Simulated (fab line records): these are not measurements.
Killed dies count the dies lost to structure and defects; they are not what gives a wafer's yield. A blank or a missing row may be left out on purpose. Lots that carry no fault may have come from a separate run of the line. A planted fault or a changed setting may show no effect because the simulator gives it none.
fab line records	flow berkeleyCmos170
record lots=15	wafers=45	lastDay=12
route steps=331 shown ZERO@12 WELLDRIVE@57 GATE@127 NLDD@165
lots untouched by any fault: they come from a run of this same line in which no faults occurred
startH: hours from the record's opening day to when the first of the lot's shown wafers began	waitH: how many hours have passed since the lot's step before this one	" as in the row above	L1.1+2: a row that stands for several wafers	- no value present, or no start provided	* or withheld: withheld	< > ~ a bound
route shown NAME@n: NAME is a module with steps in the file, n the number in the route of the first one	usual: the fault-free wafers' mean and standard deviation	same: alike in all rows	chamber/n: place in a boat	sites: per-site readings	_std_site: the values' standard deviation	_edge_site: mean of outer sites minus mean of inner sites	radiusMm: for every site, how far away it sits from the centre of the wafer	mask NAME#n: copy n	behind: tool/chamber where the wafer was last shaped	hold: the reason the lot was held/the length of the hold in hours/how it ended	device: which transistor (n, p or np) failed to switch	end of line: the tests these same wafers got at the end of their route	where a step has no rows: the recipe by itself	killed: not the wafer's yield, but the dies lost to structure and defects at the first sort	map: shows each die of a wafer: x if killed, . if not, _ if none is there
set.NAME: setting as actually run; set.NAME@STEP: the setting as run at that earlier step	model.NAME: the simulator's own value behind a step, which no gauge read
one table for each step of the route and one row for each wafer, over a sample of lots
services: a tool's chamber out of use, with start hour (startH, from the record's first day; less than 0 if before it), hours out, and reason
## steps
# step UCB170_ZERO_ETCH_06
# recipe chemistry=CHF3/CF4/Ar	target=SiO2	timeS=12	pressureMtorr=100	rfW=500	CHF3_flow_sccm=50	cf4FlowSccm=10	Ar_flow_sccm=120	overEtchFrac=1.58
# usual drypumpMotorCurrentA=5.8/0.53	oesProductAu=0.618/0.0084	throttleValvePct=9.22/0.16
lot.wafer	tool	chamber	startH	waitH	drypumpMotorCurrentA	oesProductAu	rfHoursCounterH	throttleValvePct
L104.4	rieDiel-04	2	22.32	-	4.9	0.624	104	9.02
L104.5	"	1	"	"	6.3	0.612	-	9.43
L104.6	"	2	"	"	4.9	0.623	-	9.03
L106.2	rieDiel-01	0	33.69	-	5.4	0.617	175	9.03
L106.3	"	2	"	"	6.4	0.629	36	9.16
L106.6	"	3	"	"	6.3	0.632	-	9.37
L107.2	rieDiel-04	1	33.93	-	6.3	0.605	1	9.43
L107.3	"	2	"	"	4.9	0.614	104	9.01
L107.5	"	2	"	"	4.9	0.614	-	9.02
L108.2	rieDiel-04	2	43.98	-	4.9	0.629	105	9.02
L108.3	"	0	"	"	6.0	0.608	11	9.36
L108.5	"	1	"	"	6.3	0.610	-	9.42
L109.1	rieDiel-01	1	52.98	-	5.3	0.626	11	9.30
L109.2	"	0	"	"	5.4	0.616	0	9.03
L109.3	"	2	"	"	6.4	0.627	37	9.17
L110.1	rieDiel-01	0	53.30	-	5.4	0.626	0	9.04
L110.2	"	3	"	"	6.3	0.627	36	9.38
L110.5	"	2	"	"	6.4	0.630	-	9.16
L112.1	rieDiel-04	3	62.58	-	6.0	0.614	96	8.96
L112.2	"	1	"	"	6.3	0.607	3	9.43
L112.3	"	0	"	"	6.0	0.606	13	9.36
L111.3	rieDiel-04	0	62.88	-	6.0	0.607	13	9.36
L111.4	"	3	"	"	6.0	0.613	96	8.94
L111.5	"	2	"	"	4.9	0.619	-	9.03
L113.1	rieDiel-01	2	68.29	-	6.4	0.620	38	9.15
L113.3	"	0	"	"	5.4	0.617	1	9.01
L113.5	"	0	"	"	5.4	0.627	-	9.03
L114.4	rieDiel-04	2	68.45	-	4.9	0.622	106	9.03
L114.5	"	0	"	"	6.0	0.609	-	9.37
L114.6	"	1	"	"	6.3	0.606	-	9.41
L115.4	rieDiel-01	1	76.11	-	5.3	0.616	12	9.31
L115.5	"	3	"	"	6.3	0.621	-	9.37
L115.6	"	0	"	"	5.4	0.618	-	9.03
L119.1	rieDiel-02	2	94.65	-	6.4	0.627	80	9.35
L119.4	"	1	"	"	4.9	0.617	99	9.38
L119.6	"	3	"	"	6.0	0.613	-	9.15
L125.2	rieDiel-02	3	128.23	-	6.0	0.617	61	9.14
L125.4	"	0	"	"	5.6	0.606	113	9.10
L125.5	"	1	"	"	4.9	0.619	-	9.39
L126.3	rieDiel-04	2	134.23	-	4.9	0.614	110	9.03
L126.5	"	2	"	"	4.9	0.623	-	9.03
L126.6	"	1	"	"	6.3	0.604	-	9.40
L127.2	rieDiel-01	0	134.57	-	5.4	0.623	4	9.04
L127.3	"	2	"	"	6.4	0.627	41	9.17
L127.5	"	1	"	"	5.3	0.622	-	9.31
# step UCB170_WELLDRIVE_THK_MEAS_02
# recipe reads=SiO2_of_WELLDRIVE_OXIDATION_01
# usual WELLDRIVE_OXIDE_THK=200/4.2
lot.wafer	tool	chamber	startH	waitH	WELLDRIVE_OXIDE_THK[nm]
L104.4	filmMetro-04	-	81.55	0.0	197
L104.5	"	-	"	"	200
L104.6	"	-	"	"	198
L106.2	filmMetro-02	-	86.53	0.0	199
L106.3	"	-	"	"	199
L106.6	"	-	"	"	197
L107.2	filmMetro-04	-	86.53	0.0	203
L107.3	"	-	"	"	202
L107.5	"	-	"	"	201
L110.1	filmMetro-01	-	99.66	0.0	206
L110.2	"	-	"	"	207
L110.5	"	-	"	"	207
L108.2	filmMetro-02	-	99.67	0.0	198
L108.3	"	-	"	"	201
L108.5	"	-	"	"	200
L109.1	filmMetro-02	-	99.72	0.1	199
L109.2	"	-	"	"	202
L109.3	"	-	"	"	202
L111.3	filmMetro-02	-	107.67	0.0	203
L111.4	"	-	"	"	204
L111.5	"	-	"	"	206
L112.1	filmMetro-04	-	107.70	0.0	210
L112.2	"	-	"	"	208
L112.3	"	-	"	"	211
L113.1	filmMetro-01	-	114.25	0.0	199
L113.3	"	-	"	"	200
L113.5	"	-	"	"	201
L114.4	filmMetro-04	-	114.28	0.0	200
L114.5	"	-	"	"	199
L114.6	"	-	"	"	201
L115.4	filmMetro-01	-	123.28	0.0	200
L115.5	"	-	"	"	202
L115.6	"	-	"	"	203
L119.1	filmMetro-02	-	138.29	0.1	193
L119.4	"	-	"	"	193
L119.6	"	-	"	"	195
L125.2	filmMetro-02	-	179.10	0.0	201
L125.4	"	-	"	"	203
L125.5	"	-	"	"	202
L127.2	filmMetro-01	-	179.10	0.0	204
L127.3	"	-	"	"	206
L127.5	"	-	"	"	203
L126.3	filmMetro-02	-	182.47	0.0	200
L126.5	"	-	"	"	206
L126.6	"	-	"	"	201
# step UCB170_GATE_OXIDATION_01
# recipe tempC=850	ambient=O2	targetThkA=66	oxTimeS=1800
# usual zonePowerSourcePct=22.4/2.6
lot.wafer	tool	chamber	startH	waitH	zonePowerSourcePct
L104.4	furnace-01	0	151.40	2.6	20.6
L104.5	"	0	"	"	20.7
L104.6	"	0	"	"	20.4
L106.2	furnace-01	0	151.40	0.6	20.6
L106.3	"	0	"	"	20.8
L106.6	"	0	"	"	20.8
L107.2	furnace-01	0	151.40	2.6	20.7
L107.3	"	0	"	"	20.8
L107.5	"	0	"	"	20.8
L109.1	furnace-01	0	158.50	3.4	20.8
L109.2	"	0	"	"	20.7
L109.3	"	0	"	"	20.6
L110.1	furnace-01	0	158.50	3.3	20.5
L110.2	"	0	"	"	20.5
L110.5	"	0	"	"	20.9
L108.2	furnace-04	0	164.39	4.4	27.2
L108.3	"	0	"	"	27.0
L108.5	"	0	"	"	27.0
L111.3	furnace-04	0	171.49	2.5	27.0
L111.4	"	0	"	"	26.8
L111.5	"	0	"	"	27.1
L112.1	furnace-04	0	171.49	3.2	27.4
L112.2	"	0	"	"	27.0
L112.3	"	0	"	"	26.6
L113.1	furnace-04	0	181.84	3.4	26.5
L113.3	"	0	"	"	27.2
L113.5	"	0	"	"	26.7
L114.4	furnace-04	0	181.84	2.3	27.1
L114.5	"	0	"	"	27.1
L114.6	"	0	"	"	26.7
L115.4	furnace-04	0	181.84	3.3	26.6
L115.5	"	0	"	"	27.3
L115.6	"	0	"	"	26.9
L119.1	furnace-01	0	196.70	2.6	21.0
L119.4	"	0	"	"	20.5
L119.6	"	0	"	"	21.0
L125.2	furnace-01	0	243.24	3.9	20.8
L125.4	"	0	"	"	20.9
L125.5	"	0	"	"	20.9
L126.3	furnace-01	0	243.24	4.2	20.6
L126.5	"	0	"	"	20.2
L126.6	"	0	"	"	20.6
L127.2	furnace-01	0	243.24	4.1	20.8
L127.3	"	0	"	"	21.1
L127.5	"	0	"	"	21.0
# step UCB170_GATE_THK_MEAS_02
# recipe reads=SiO2_of_GATE_OXIDATION_01
# usual GATE_OXIDE_THK=6.54/0.17
lot.wafer	tool	chamber	startH	waitH	GATE_OXIDE_THK[nm]
L104.4	filmMetro-02	-	152.93	0.0	6.08
L104.5	"	-	"	"	6.30
L104.6	"	-	"	"	6.21
L107.2	filmMetro-02	-	152.97	0.1	6.12
L107.3	"	-	"	"	6.18
L107.5	"	-	"	"	6.25
L106.2	filmMetro-02	-	153.03	0.1	6.28
L106.3	"	-	"	"	6.29
L106.6	"	-	"	"	6.25
L109.1	filmMetro-04	-	160.00	0.0	6.66
L109.2	"	-	"	"	6.59
L109.3	"	-	"	"	6.61
L110.1	filmMetro-02	-	160.03	0.0	6.50
L110.2	"	-	"	"	6.50
L110.5	"	-	"	"	6.52
L108.2	filmMetro-04	-	165.90	0.0	6.73
L108.3	"	-	"	"	6.74
L108.5	"	-	"	"	6.77
L112.1	filmMetro-04	-	172.99	0.0	6.69
L112.2	"	-	"	"	6.74
L112.3	"	-	"	"	6.76
L111.3	filmMetro-02	-	173.01	0.0	6.69
L111.4	"	-	"	"	6.66
L111.5	"	-	"	"	6.69
L113.1	filmMetro-01	-	183.34	0.0	9.07
L113.3	"	-	"	"	8.92
L113.5	"	-	"	"	8.96
L114.4	filmMetro-02	-	183.37	0.0	8.78
L114.5	"	-	"	"	8.80
L114.6	"	-	"	"	8.79
L115.4	filmMetro-04	-	183.37	0.0	8.60
L115.5	"	-	"	"	8.62
L115.6	"	-	"	"	8.76
L119.1	filmMetro-01	-	198.20	0.0	6.48
L119.4	"	-	"	"	6.43
L119.6	"	-	"	"	6.32
L125.2	filmMetro-02	-	244.75	0.0	6.64
L125.4	"	-	"	"	6.68
L125.5	"	-	"	"	6.67
L127.2	filmMetro-01	-	244.75	0.0	6.35
L127.3	"	-	"	"	6.45
L127.5	"	-	"	"	6.52
L126.3	filmMetro-04	-	244.76	0.0	6.65
L126.5	"	-	"	"	6.66
L126.6	"	-	"	"	6.63
# step UCB170_NLDD_OVL_MEAS_07
# usual NLDD_OVL=0/6.1
lot.wafer	tool	chamber	startH	waitH	NLDD_OVL[nm]
L107.2	overlay-02	-	165.29	0.1	9
L107.3	"	-	"	"	0
L107.5	"	-	"	"	2
L104.4	overlay-01	-	165.57	0.1	-1
L104.5	"	-	"	"	1
L104.6	"	-	"	"	-1
L106.2	overlay-02	-	166.72	0.1	-4
L106.3	"	-	"	"	-1
L106.6	"	-	"	"	8
L109.1	overlay-02	-	176.23	0.1	-3
L109.2	"	-	"	"	6
L109.3	"	-	"	"	0
L110.1	overlay-02	-	176.47	0.1	0
L110.2	"	-	"	"	2
L110.5	"	-	"	"	-4
L108.2	overlay-02	-	183.09	0.1	-3
L108.3	"	-	"	"	4
L108.5	"	-	"	"	3
L112.1	overlay-02	-	183.26	0.1	2
L112.2	"	-	"	"	-2
L112.3	"	-	"	"	2
L111.3	overlay-02	-	184.51	0.1	-8
L111.4	"	-	"	"	-5
L111.5	"	-	"	"	-2
L113.1	overlay-01	-	195.47	0.1	-7
L113.3	"	-	"	"	-9
L113.5	"	-	"	"	-6
L114.4	overlay-02	-	195.81	0.1	2
L114.5	"	-	"	"	3
L114.6	"	-	"	"	2
L115.4	overlay-01	-	195.81	0.1	-3
L115.5	"	-	"	"	-7
L115.6	"	-	"	"	-2
L119.1	overlay-02	-	210.18	0.1	-8
L119.4	"	-	"	"	-3
L119.6	"	-	"	"	4
L127.2	overlay-01	-	256.06	0.1	13
L127.3	"	-	"	"	10
L127.5	"	-	"	"	8
L126.3	overlay-01	-	256.11	0.1	6
L126.5	"	-	"	"	11
L126.6	"	-	"	"	3
L125.2	overlay-01	-	256.75	0.1	6
L125.4	"	-	"	"	-2
L125.5	"	-	"	"	-1
## services
tool	chamber	startH	hours	kind
furnace-01	-	-0.77	3.3	pm
rieDiel-01	0	35.89	-	clean
rieDiel-01	0	35.89	15.5	scheduledDown
rieDiel-01	0	35.89	15.5	ventCycle
furnace-04	-	37.10	2.8	pm
rieDiel-02	2	41.30	41.2	repair
rieDiel-01	1	46.24	3.7	repair
rieDiel-02	-	50.69	28.1	pm
rieDiel-02	0	108.26	10.0	repair
rieDiel-02	1	136.39	3.4	repair
rieDiel-01	1	169.53	3.3	repair
rieDiel-04	-	184.90	0.2	repair
furnace-04	-	204.75	3.2	pm
rieDiel-04	1	208.21	1.6	repair
rieDiel-04	-	213.16	0.7	repair
furnace-04	-	219.73	3.3	pm
rieDiel-04	-	221.56	0.5	repair
## key
firstSign step=UCB170_GATE_THK_MEAS_02	reading=GATE_OXIDE_THK	direction=up	sigmas=13	usual=6.54	struck=8.81
effect none on later readings
metAt UCB170_GATE_OXIDATION_01
struckLots L113,L114,L115
testerLeftOut L113,L114,L115
notActingAt UCB170_ZERO_ETCH_06,UCB170_WELLDRIVE_THK_MEAS_02,UCB170_NLDD_OVL_MEAS_07
onsetBetween 171.49 181.84
fault kind=processParameterDrift	tool=furnace-04	chamber=-	onsetH=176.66	steps=UCB170_GATE_OXIDATION_01	channel=oxTimeS	offset=*	shape=step	endH=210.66	actsIn=*	stated=*
# testerLeftOut: of these lots the tester's yield and bins aren't shown, on N5 and GAA mostly nor the transistor test; their killed dies are dies lost to structure and defects alone, not to doping, threshold or leakage, so they don't give the yield
